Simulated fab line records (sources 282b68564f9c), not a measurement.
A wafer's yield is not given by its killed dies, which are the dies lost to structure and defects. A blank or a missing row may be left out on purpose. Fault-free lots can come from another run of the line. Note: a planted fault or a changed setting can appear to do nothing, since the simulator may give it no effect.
fab line records	flow rit_cmos	part 1 of 2: steps 1 to 37 of 43
record lots=6	wafers=18	last_day=7
route steps=202 shown SDANNEAL@156 PSD@157 NSD@158 PLDD@159 NLDD@160 SILICIDE@161 CONTACT@168 M1@184
lots untouched by any fault: they come from a run of this same line in which no faults occurred
start_h: start of the lot's first displayed wafer, in hours after the record's first day	wait_h: hours from the lot's prior step to this one	" the same as in the row above	L1.1+2: a single row standing in for several wafers	- no value present, or no start provided	* or withheld: withheld	< > ~ a bound
route shown NAME@n: names a module that has steps shown in the file, with the first one's number in the route	usual: the fault-free wafers' mean and standard deviation	same: alike in all rows	chamber/n: place in a boat	sites: the reading at each site	_std_site: the standard deviation of these	_edge_site: mean of outer sites minus mean of inner sites	radius_mm: for every site, how far away it sits from the centre of the wafer	mask NAME#n: copy n	behind: the last tool/chamber to shape the wafer	hold: cause of the lot's hold/its duration in hours/its outcome	device: names the non-switching transistor (n, p or np)	end of line: tests of these same wafers at the route's end	step lacking rows: just its recipe	killed: count of dies lost to structure and defects at first sort (not the wafer's yield)	map: a wafer's dies, x killed, . not, _ none there
set.NAME: the setting that was run; set.NAME@STEP: the one run at that earlier step	model.NAME: the simulator's own value behind a step, which no gauge read
lots at selected steps of the route; one table per step, one row per wafer
services: from which hour (start_h, from the record's first day; less than 0 if before it) a tool's chamber was out of use, for how many hours, and why
## steps
# step RIT_SDANNEAL_RTA_03
# recipe temp_c=1050	time_s=5	idle_temp_c=600	ramp_up_c_per_s=342	ramp_down_c_per_s=171	cool_to_c=600	ambient=N2
# usual wafer_temp_C_max=1053.4/1.1
lot.wafer	tool	chamber	start_h	wait_h	wafer_temp_C_max
L468.1	rtp_anneal-01	0	60.59	0.0	1052.8
L468.3	"	0	"	"	1052.8
L468.5	"	0	"	"	1055.3
L472.4	rtp_anneal-01	0	81.88	0.0	1052.3
L472.5	"	0	"	"	1054.4
L472.6	"	0	"	"	1052.2
L479.2	rtp_anneal-02	0	113.78	0.0	1052.6
L479.3	"	0	"	"	1052.3
L479.6	"	0	"	"	1053.6
L480.1	rtp_anneal-01	0	117.10	0.0	1052.1
L480.4	"	0	"	"	1053.4
L480.6	"	0	"	"	1054.1
L483.3	rtp_anneal-02	0	131.97	0.0	1052.0
L483.5	"	0	"	"	1052.1
L483.6	"	0	"	"	1052.7
L488.2	rtp_anneal-01	0	159.55	0.0	1056.6
L488.5	"	0	"	"	1052.0
L488.6	"	0	"	"	1055.0
# step RIT_SDANNEAL_RS_MEAS_04
# recipe thk_meas_gauge=four-point-probe
# usual PSD_RS=115.6/0.31
lot.wafer	tool	chamber	start_h	wait_h	PSD_RS[ohm/sq]
L468.1	film_metro-04	-	60.65	0.0	115.1
L468.3	"	-	"	"	115.6
L468.5	"	-	"	"	114.9
L472.4	film_metro-04	-	81.97	0.1	115.3
L472.5	"	-	"	"	115.4
L472.6	"	-	"	"	115.0
L479.2	film_metro-04	-	113.85	0.1	115.8
L479.3	"	-	"	"	115.7
L479.6	"	-	"	"	115.4
L480.1	film_metro-02	-	117.15	0.0	115.3
L480.4	"	-	"	"	115.2
L480.6	"	-	"	"	115.2
L483.3	film_metro-03	-	132.05	0.1	116.0
L483.5	"	-	"	"	115.9
L483.6	"	-	"	"	115.8
L488.2	film_metro-04	-	159.62	0.1	115.5
L488.5	"	-	"	"	115.6
L488.6	"	-	"	"	115.4
# step RIT_SDANNEAL_RS_MEAS_05
# recipe thk_meas_gauge=four-point-probe
# usual NSD_RS=84.51/0.28
lot.wafer	tool	chamber	start_h	wait_h	NSD_RS[ohm/sq]
L468.1	film_metro-04	-	60.77	0.1	84.31
L468.3	"	-	"	"	84.68
L468.5	"	-	"	"	84.63
L472.4	film_metro-04	-	82.09	0.1	84.72
L472.5	"	-	"	"	84.62
L472.6	"	-	"	"	84.46
L479.2	film_metro-04	-	113.97	0.1	84.86
L479.3	"	-	"	"	84.85
L479.6	"	-	"	"	84.34
L480.1	film_metro-02	-	117.27	0.1	84.45
L480.4	"	-	"	"	84.71
L480.6	"	-	"	"	84.40
L483.3	film_metro-03	-	132.17	0.1	84.82
L483.5	"	-	"	"	84.72
L483.6	"	-	"	"	84.70
L488.2	film_metro-04	-	159.74	0.1	84.86
L488.5	"	-	"	"	85.12
L488.6	"	-	"	"	85.01
# step RIT_SDANNEAL_RS_MEAS_06
# recipe thk_meas_gauge=four-point-probe
# usual PLDD_RS=178.4/0.47
lot.wafer	tool	chamber	start_h	wait_h	PLDD_RS[ohm/sq]
L468.1	film_metro-04	-	60.89	0.1	177.9
L468.3	"	-	"	"	178.3
L468.5	"	-	"	"	178.0
L472.4	film_metro-04	-	82.21	0.1	178.2
L472.5	"	-	"	"	178.2
L472.6	"	-	"	"	177.0
L479.2	film_metro-04	-	114.09	0.1	178.4
L479.3	"	-	"	"	178.5
L479.6	"	-	"	"	178.2
L480.1	film_metro-02	-	117.39	0.1	178.1
L480.4	"	-	"	"	177.4
L480.6	"	-	"	"	177.6
L483.3	film_metro-03	-	132.29	0.1	179.6
L483.5	"	-	"	"	179.2
L483.6	"	-	"	"	179.1
L488.2	film_metro-04	-	159.86	0.1	179.1
L488.5	"	-	"	"	178.7
L488.6	"	-	"	"	178.3
# step RIT_SDANNEAL_RS_MEAS_07
# recipe thk_meas_gauge=four-point-probe
# usual NLDD_RS=151.5/0.54
lot.wafer	tool	chamber	start_h	wait_h	NLDD_RS[ohm/sq]
L468.1	film_metro-04	-	61.01	0.1	151.7
L468.3	"	-	"	"	152.0
L468.5	"	-	"	"	151.9
L472.4	film_metro-04	-	82.33	0.1	151.7
L472.5	"	-	"	"	150.9
L472.6	"	-	"	"	150.8
L479.2	film_metro-04	-	114.21	0.1	151.7
L479.3	"	-	"	"	152.2
L479.6	"	-	"	"	152.3
L480.1	film_metro-02	-	117.51	0.1	151.9
L480.4	"	-	"	"	152.2
L480.6	"	-	"	"	152.1
L483.3	film_metro-03	-	132.41	0.1	151.2
L483.5	"	-	"	"	151.8
L483.6	"	-	"	"	151.2
L488.2	film_metro-04	-	159.98	0.1	151.2
L488.5	"	-	"	"	151.2
L488.6	"	-	"	"	151.5
# step RIT_SILICIDE_WET_ETCH_00
# recipe chemistry=BOE	target=SiO2	target_depth_nm=14	time_s=15	dry=n2_spin	dilution=10:1	temp_c=21.5
# step RIT_SILICIDE_SPUTTER_01
# recipe material=Ti	target_thk_nm=30	power_w=337.6	chamber_pressure_pa=0.667	gas=Ar	time_s=240	substrate_temp_c=25
# usual throttle_valve_pct=29.9/1.2
lot.wafer	tool	chamber	start_h	wait_h	throttle_valve_pct
L468.1	pvd_sputter-04	-	61.14	0.0	28.0
L468.3	"	-	"	"	30.3
L468.5	"	-	"	"	31.8
L472.4	pvd_sputter-04	-	82.47	0.1	33.0
L472.5	"	-	"	"	30.5
L472.6	"	-	"	"	31.6
L479.2	pvd_sputter-04	-	114.32	0.0	31.6
L479.3	"	-	"	"	28.0
L479.6	"	-	"	"	31.6
L480.1	pvd_sputter-03	-	117.65	0.0	29.3
L480.4	"	-	"	"	29.7
L480.6	"	-	"	"	29.6
L483.3	pvd_sputter-04	-	132.50	0.0	30.3
L483.5	"	-	"	"	30.5
L483.6	"	-	"	"	32.9
L488.2	pvd_sputter-03	-	160.10	0.0	29.2
L488.5	"	-	"	"	29.9
L488.6	"	-	"	"	29.2
# step RIT_SILICIDE_RS_MEAS_02
# recipe thk_meas_gauge=four-point-probe	reads=Ti_of_SILICIDE_SPUTTER_01
# usual SILICIDE_TI_RS=49.7/0.57
lot.wafer	tool	chamber	start_h	wait_h	SILICIDE_TI_RS[ohm/sq]
L468.1	film_metro-02	-	61.29	0.1	48.8
L468.3	"	-	"	"	49.2
L468.5	"	-	"	"	49.7
L472.4	film_metro-02	-	82.61	0.1	49.7
L472.5	"	-	"	"	49.6
L472.6	"	-	"	"	50.1
L479.2	film_metro-02	-	114.49	0.1	51.2
L479.3	"	-	"	"	50.7
L479.6	"	-	"	"	51.1
L480.1	film_metro-01	-	117.80	0.1	48.8
L480.4	"	-	"	"	48.9
L480.6	"	-	"	"	48.9
L483.3	film_metro-01	-	132.69	0.1	49.5
L483.5	"	-	"	"	49.9
L483.6	"	-	"	"	49.6
L488.2	film_metro-04	-	160.27	0.1	48.7
L488.5	"	-	"	"	48.9
L488.6	"	-	"	"	49.5
# step RIT_SILICIDE_THK_MEAS_03
# recipe thk_meas_gauge=xrf	reads=Ti_of_SILICIDE_SPUTTER_01
# usual SILICIDE_TI_THK=28.8/0.31
lot.wafer	tool	chamber	start_h	wait_h	SILICIDE_TI_THK[nm]
L468.1	film_metro-02	-	61.41	0.1	29.0
L468.3	"	-	"	"	28.9
L468.5	"	-	"	"	28.6
L472.4	film_metro-02	-	82.70	0.1	28.7
L472.5	"	-	"	"	28.7
L472.6	"	-	"	"	28.3
L479.2	film_metro-02	-	114.60	0.1	28.1
L479.3	"	-	"	"	28.2
L479.6	"	-	"	"	28.1
L480.1	film_metro-01	-	117.92	0.1	29.3
L480.4	"	-	"	"	29.2
L480.6	"	-	"	"	29.2
L483.3	film_metro-01	-	132.79	0.1	29.0
L483.5	"	-	"	"	28.9
L483.6	"	-	"	"	28.9
L488.2	film_metro-04	-	160.38	0.1	29.2
L488.5	"	-	"	"	29.0
L488.6	"	-	"	"	28.6
# step RIT_SILICIDE_RTA_04
# recipe temp_c=650	time_s=10	idle_temp_c=25	ramp_up_s=5	ramp_down_s=5	cool_to_c=25	ambient=N2
# step RIT_SILICIDE_WET_ETCH_05
# recipe chemistry=SPM	target=Ti	temp_c=90	time_s=120	dry=n2_spin
# step RIT_SILICIDE_RTA_06
# recipe temp_c=750	time_s=10	idle_temp_c=25	ramp_up_s=5	ramp_down_s=10	cool_to_c=25	ambient=N2
# usual wafer_temp_C_max=753.2/0.81
lot.wafer	tool	chamber	start_h	wait_h	wafer_temp_C_max
L468.1	rtp_anneal-01	0	61.58	0.0	752.8
L468.3	"	0	"	"	752.3
L468.5	"	0	"	"	752.4
L472.4	rtp_anneal-01	0	82.87	0.0	752.1
L472.5	"	0	"	"	752.5
L472.6	"	0	"	"	752.6
L479.2	rtp_anneal-02	0	114.77	0.0	754.9
L479.3	"	0	"	"	753.6
L479.6	"	0	"	"	753.1
L480.1	rtp_anneal-01	0	118.08	0.0	752.7
L480.4	"	0	"	"	752.3
L480.6	"	0	"	"	753.2
L483.3	rtp_anneal-02	0	132.96	0.0	753.0
L483.5	"	0	"	"	753.3
L483.6	"	0	"	"	752.8
L488.2	rtp_anneal-01	0	160.55	0.0	752.1
L488.5	"	0	"	"	751.7
L488.6	"	0	"	"	752.5
# step RIT_CONTACT_CVD_00
# recipe material=SiO2	target_thk_nm=400	precursor=TEOS	temp_c=390	time_s=61	rf_w=400
# usual heater_power_w=327/44	run_length_s=89.0/0.48
lot.wafer	tool	chamber	start_h	wait_h	heater_power_w	run_length_s	model.SiO2_of_CONTACT_CVD_00.thk_nm
L468.1	pecvd-02	2	61.64	0.1	309	89.3	394.9
L468.3	"	1	"	"	317	89.7	390.6
L468.5	"	2	"	"	327	89.3	402.9
L472.4	pecvd-03	2	82.93	0.0	308	89.8	400
L472.5	"	1	"	"	241	88.8	403.4
L472.6	"	0	"	"	297	88.7	397.9
L479.2	pecvd-04	0	114.83	0.0	290	88.8	396.4
L479.3	"	1	"	"	398	89.1	393.2
L479.6	"	2	"	"	370	88.2	403.7
L480.1	pecvd-02	2	118.15	0.1	327	96.5	441.2
L480.4	"	0	"	"	383	89.1	395.9
L480.6	"	2	"	"	351	96.6	454
L483.3	pecvd-02	2	133.01	0.0	350	97.6	444.3
L483.5	"	1	"	"	288	88.7	399.9
L483.6	"	2	"	"	362	97.2	455.3
L488.2	pecvd-04	1	160.60	0.0	345	88.9	399.5
L488.5	"	0	"	"	359	88.7	406.4
L488.6	"	1	"	"	354	89.9	400.9
# step RIT_CONTACT_THK_MEAS_01
# recipe reads=SiO2_of_CONTACT_CVD_00
# usual CONTACT_TEOS_THK=399/5
lot.wafer	tool	chamber	start_h	wait_h	CONTACT_TEOS_THK[nm]
L468.1	film_metro-03	-	61.69	0.0	395
L468.3	"	-	"	"	391
L468.5	"	-	"	"	403
L472.4	film_metro-01	-	82.99	0.0	400
L472.5	"	-	"	"	404
L472.6	"	-	"	"	398
L479.2	film_metro-03	-	114.89	0.0	396
L479.3	"	-	"	"	393
L479.6	"	-	"	"	403
L480.1	film_metro-03	-	118.20	0.0	441
L480.4	"	-	"	"	396
L480.6	"	-	"	"	454
L483.3	film_metro-03	-	133.08	0.0	444
L483.5	"	-	"	"	400
L483.6	"	-	"	"	455
L488.2	film_metro-01	-	160.66	0.0	400
L488.5	"	-	"	"	406
L488.6	"	-	"	"	401
# step RIT_CONTACT_HMDS_02
# recipe prime_time_s=60	prime_temp_c=140
# step RIT_CONTACT_COAT_03
# recipe resist=NOVOLAK	spin_rpm=3250	resist_thk_nm=1000
# step RIT_CONTACT_SOFTBAKE_04
# recipe resist=NOVOLAK	temp_c=90	time_s=60
# step RIT_CONTACT_EXPOSE_05
# recipe mask_id=M11	na=0.6	source_shape=conventional	sigma_outer=0.5	target_cd_nm=1000	dose_mj=250
# step RIT_CONTACT_PEB_06
# recipe resist=NOVOLAK	temp_c=withheld	time_s=withheld
# step RIT_CONTACT_DEVELOP_07
# recipe resist=NOVOLAK	develop_time_s=120	dev_temp_c=23
# step RIT_CONTACT_CD_MEAS_08
# recipe target_cd_nm=1000
# usual cd_nm=1000.1/2
lot.wafer	tool	chamber	start_h	wait_h	cd_nm
L468.1	cd_sem-02	-	62.85	-	998.1
L468.3	"	-	"	"	1000.5
L468.5	"	-	"	"	1001.5
L472.4	cd_sem-01	-	84.16	-	999.8
L472.5	"	-	"	"	1000.9
L472.6	"	-	"	"	1001.2
L479.2	cd_sem-02	-	116.05	-	1000.6
L479.3	"	-	"	"	998.2
L479.6	"	-	"	"	997.8
L480.1	cd_sem-02	-	119.35	-	1003.2
L480.4	"	-	"	"	1002.8
L480.6	"	-	"	"	999.4
L483.3	cd_sem-02	-	134.25	-	999.3
L483.5	"	-	"	"	997.4
L483.6	"	-	"	"	998.8
L488.2	cd_sem-02	-	161.70	-	999.4
L488.5	"	-	"	"	997.6
L488.6	"	-	"	"	1000.2
# step RIT_CONTACT_OVL_MEAS_09
# usual CONTACT_OVL=0.1/1.5
lot.wafer	tool	chamber	start_h	wait_h	CONTACT_OVL[nm]
L468.1	overlay-02	-	62.97	0.1	0.5
L468.3	"	-	"	"	0.4
L468.5	"	-	"	"	2.3
L472.4	overlay-02	-	84.24	0.1	1.1
L472.5	"	-	"	"	-1.8
L472.6	"	-	"	"	1.8
L479.2	overlay-01	-	116.16	0.1	0.7
L479.3	"	-	"	"	0.9
L479.6	"	-	"	"	-0.7
L480.1	overlay-01	-	119.47	0.1	0.2
L480.4	"	-	"	"	-1.3
L480.6	"	-	"	"	-0.1
L483.3	overlay-02	-	134.34	0.1	-0.4
L483.5	"	-	"	"	-0.3
L483.6	"	-	"	"	0.7
L488.2	overlay-01	-	161.80	0.1	-2.5
L488.5	"	-	"	"	-2.3
L488.6	"	-	"	"	-2.0
# step RIT_CONTACT_HARDBAKE_10
# recipe resist=NOVOLAK	temp_c=140	time_s=60
# step RIT_CONTACT_ETCH_11
# recipe target_depth_a=4800	over_etch_frac=0.2	stop_on=TiSi2	chemistry=CHF3/CF4/Ar	target=SiO2	CHF3_flow_sccm=50	cf4_flow_sccm=10	Ar_flow_sccm=100	O2_flow_sccm=5	pressure_mtorr=100	rf_w=200	time_s=320
# usual drypump_motor_current_A=5.7/0.48	oes_product_au=0.989/0.016	throttle_valve_pct=8.87/0.11
lot.wafer	tool	chamber	start_h	wait_h	drypump_motor_current_A	oes_product_au	rf_hours_counter_h	throttle_valve_pct	model.CONTACT.feature_depth_nm	model.etch.depth_nm
L468.1	rie_diel-02	2	63.15	0.1	5.3	1.014	163	8.78	394.9	394.9
L468.3	"	0	"	"	6.3	0.999	83	8.92	390.6	390.6
L468.5	"	0	"	"	6.3	0.999	-	8.90	402.9	402.9
L472.4	rie_diel-03	3	84.41	0.1	4.7	1.000	48	8.68	400	400
L472.5	"	2	"	"	5.6	0.971	-	9.02	403.4	403.4
L472.6	"	3	"	"	4.7	1.004	-	8.70	397.9	397.9
L479.2	rie_diel-02	1	116.34	0.1	5.0	0.978	78	8.95	396.4	396.4
L479.3	"	3	"	"	6.0	0.968	7	8.81	393.2	393.2
L479.6	"	1	"	"	5.0	0.985	-	8.96	403.7	403.7
L480.1	rie_diel-04	1	119.66	0.1	5.9	0.982	106	8.72	441.2	441.2
L480.4	"	0	"	"	5.9	1.000	109	8.84	395.9	395.9
L480.6	"	2	"	"	6.2	1.013	-	8.87	454	454
L483.3	rie_diel-04	3	134.52	0.1	6.1	0.988	2	8.92	444.3	444.3
L483.5	"	2	"	"	6.2	1.002	-	8.89	399.9	399.9
L483.6	"	1	"	"	5.9	0.979	-	8.73	455.3	455.3
L488.2	rie_diel-03	1	161.98	0.1	5.3	0.970	54	8.82	399.5	399.5
L488.5	"	2	"	"	5.6	0.974	-	9.04	406.4	406.4
L488.6	"	1	"	"	5.3	0.977	-	8.82	400.9	400.9
# step RIT_CONTACT_STRIP_12
# recipe chemistry=O2	time_s=180	resist=NOVOLAK	platen_temp_c=withheld	power_w=500	pressure_mtorr=4000	o2_flow_sccm=4000
# usual drypump_motor_current_A=5.6/0.42
lot.wafer	tool	chamber	start_h	wait_h	drypump_motor_current_A	rf_hours_counter_h
L468.1	plasma_asher-03	1	63.35	0.1	5.2	41
L468.3	"	1	"	"	5.2	-
L468.5	"	0	"	"	5.3	-
L472.4	plasma_asher-04	1	84.66	0.2	5.8	-
L472.5	"	0	"	"	5.9	-
L472.6	"	1	"	"	5.8	-
L479.2	plasma_asher-01	1	116.53	0.1	5.9	35
L479.3	"	1	"	"	5.9	-
L479.6	"	1	"	"	5.9	-
L480.1	plasma_asher-04	1	119.85	0.1	5.8	47
L480.4	"	1	"	"	5.8	-
L480.6	"	0	"	"	5.8	-
L483.3	plasma_asher-04	0	134.77	0.2	5.9	-
L483.5	"	0	"	"	5.9	-
L483.6	"	1	"	"	5.8	-
L488.2	plasma_asher-04	1	162.18	0.1	5.8	51
L488.5	"	0	"	"	5.9	-
L488.6	"	1	"	"	5.8	-
# step RIT_CONTACT_CD_MEAS_90
# recipe target_cd_nm=1000
# usual cd_nm=1000.1/2
lot.wafer	tool	chamber	start_h	wait_h	cd_nm
L468.1	cd_sem-02	-	63.52	0.1	998.0
L468.3	"	-	"	"	1000.0
L468.5	"	-	"	"	1001.2
L472.4	cd_sem-01	-	84.84	0.1	999.8
L472.5	"	-	"	"	1001.4
L472.6	"	-	"	"	1000.8
L479.2	cd_sem-01	-	116.73	0.1	1000.8
L479.3	"	-	"	"	998.3
L479.6	"	-	"	"	997.9
L480.1	cd_sem-01	-	120.03	0.1	1003.0
L480.4	"	-	"	"	1003.0
L480.6	"	-	"	"	999.4
L483.3	cd_sem-02	-	134.93	0.1	1000.3
L483.5	"	-	"	"	998.2
L483.6	"	-	"	"	999.4
L488.2	cd_sem-01	-	162.37	0.1	999.9
L488.5	"	-	"	"	997.9
L488.6	"	-	"	"	1000.3
# step RIT_CONTACT_CLEAN_13
# recipe chemistry=SC1	mix=3:3:50	time_s=600	temp_c=75
# step RIT_CONTACT_CLEAN_14
# recipe chemistry=SC2	mix=3:3:50	time_s=600	temp_c=75	dry=n2_spin
# step RIT_M1_SPUTTER_00
# recipe material=Al	target_thk_nm=400	power_w=1958	chamber_pressure_pa=0.4	gas=Ar	time_s=500	substrate_temp_c=25
# usual throttle_valve_pct=29.9/1.5
lot.wafer	tool	chamber	start_h	wait_h	throttle_valve_pct
L468.1	pvd_sputter-01	-	63.99	0.0	30.6
L468.3	"	-	"	"	31.1
L468.5	"	-	"	"	30.3
L472.4	pvd_sputter-01	-	85.25	0.0	31.1
L472.5	"	-	"	"	30.5
L472.6	"	-	"	"	30.0
L479.2	pvd_sputter-02	-	117.18	0.0	29.6
L479.3	"	-	"	"	28.9
L479.6	"	-	"	"	29.6
L480.1	pvd_sputter-04	-	120.51	0.0	28.0
L480.4	"	-	"	"	33.1
L480.6	"	-	"	"	31.6
L483.3	pvd_sputter-01	-	135.37	0.0	29.8
L483.5	"	-	"	"	29.6
L483.6	"	-	"	"	30.6
L488.2	pvd_sputter-04	-	162.84	0.0	28.3
L488.5	"	-	"	"	28.1
L488.6	"	-	"	"	33.0
# step RIT_M1_RS_MEAS_01
# recipe thk_meas_gauge=four-point-probe	reads=Al_of_M1_SPUTTER_00
# usual M1_AL_RS=0.0750/0.00078
lot.wafer	tool	chamber	start_h	wait_h	M1_AL_RS[ohm/sq]
L468.1	film_metro-03	-	64.29	0.1	0.0756
L468.3	"	-	"	"	0.0751
L468.5	"	-	"	"	0.0754
L472.4	film_metro-03	-	85.60	0.2	0.0748
L472.5	"	-	"	"	0.0746
L472.6	"	-	"	"	0.0748
L479.2	film_metro-04	-	117.49	0.2	0.0735
L479.3	"	-	"	"	0.0734
L479.6	"	-	"	"	0.0736
L480.1	film_metro-02	-	120.81	0.1	0.0744
L480.4	"	-	"	"	0.0741
L480.6	"	-	"	"	0.0742
L483.3	film_metro-04	-	135.71	0.2	0.0753
L483.5	"	-	"	"	0.0759
L483.6	"	-	"	"	0.0754
L488.2	film_metro-02	-	163.15	0.2	0.0742
L488.5	"	-	"	"	0.0742
L488.6	"	-	"	"	0.0739
# step RIT_M1_THK_MEAS_02
# recipe thk_meas_gauge=xrf	reads=Al_of_M1_SPUTTER_00
# usual M1_AL_THK=389/4.2
lot.wafer	tool	chamber	start_h	wait_h	M1_AL_THK[nm]
L468.1	film_metro-03	-	64.41	0.1	391
L468.3	"	-	"	"	389
L468.5	"	-	"	"	389
L472.4	film_metro-03	-	85.69	0.1	391
L472.5	"	-	"	"	392
L472.6	"	-	"	"	393
L479.2	film_metro-04	-	117.60	0.1	395
L479.3	"	-	"	"	396
L479.6	"	-	"	"	396
L480.1	film_metro-02	-	120.93	0.1	393
L480.4	"	-	"	"	395
L480.6	"	-	"	"	391
L483.3	film_metro-04	-	135.81	0.1	388
L483.5	"	-	"	"	383
L483.6	"	-	"	"	386
L488.2	film_metro-02	-	163.26	0.1	393
L488.5	"	-	"	"	393
L488.6	"	-	"	"	395
# step RIT_M1_HMDS_03
# recipe prime_time_s=60	prime_temp_c=140
# step RIT_M1_COAT_04
# recipe resist=NOVOLAK	spin_rpm=2000	resist_thk_nm=1280
# step RIT_M1_SOFTBAKE_05
# recipe resist=NOVOLAK	temp_c=90	time_s=60
# step RIT_M1_EXPOSE_06
# recipe mask_id=M12	na=0.6	source_shape=conventional	sigma_outer=0.5	target_cd_nm=2600	dose_mj=250
# step RIT_M1_PEB_07
# recipe resist=NOVOLAK	temp_c=withheld	time_s=withheld
# step RIT_M1_DEVELOP_08
# recipe resist=NOVOLAK	develop_time_s=68	dev_temp_c=23
## key
first_sign step=RIT_CONTACT_CVD_00	reading=run_length_s	direction=up	sigmas=17	usual=*	struck=*
effect step=RIT_CONTACT_THK_MEAS_01	reading=CONTACT_TEOS_THK	direction=up	sigmas=10	usual=399	struck=449
model_effect step=RIT_CONTACT_CVD_00	value=SiO2_of_CONTACT_CVD_00.thk_nm	without=401.1	struck=448.7
model_effect step=RIT_CONTACT_ETCH_11	value=CONTACT.feature_depth_nm	without=401.1	struck=448.7
model_effect step=RIT_M1_METAL_ETCH_12	value=SiO2_of_CONTACT_CVD_00.thk_nm	without=364.3	struck=411.9
model_effect step=RIT_M1_PROBE_99	value=etest.field_p_metal.vt_v	without=-29.29	struck=-31.69
met_at RIT_CONTACT_CVD_00
struck_wafers L480.1,L480.6,L483.3,L483.6
tester_left_out L480,L483
onset_between 61.64 118.15
fault kind=process_parameter_drift	tool=pecvd-02	chamber=2	onset_h=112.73	steps=RIT_CONTACT_CVD_00	channel=time_s	offset=*	shape=step	end_h=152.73	stated=*
# tester_left_out: of these lots the tester's yield and bins aren't shown, on N5 and GAA mostly nor the transistor test; their killed dies are dies lost to structure and defects alone, not to doping, threshold or leakage, so they don't give the yield
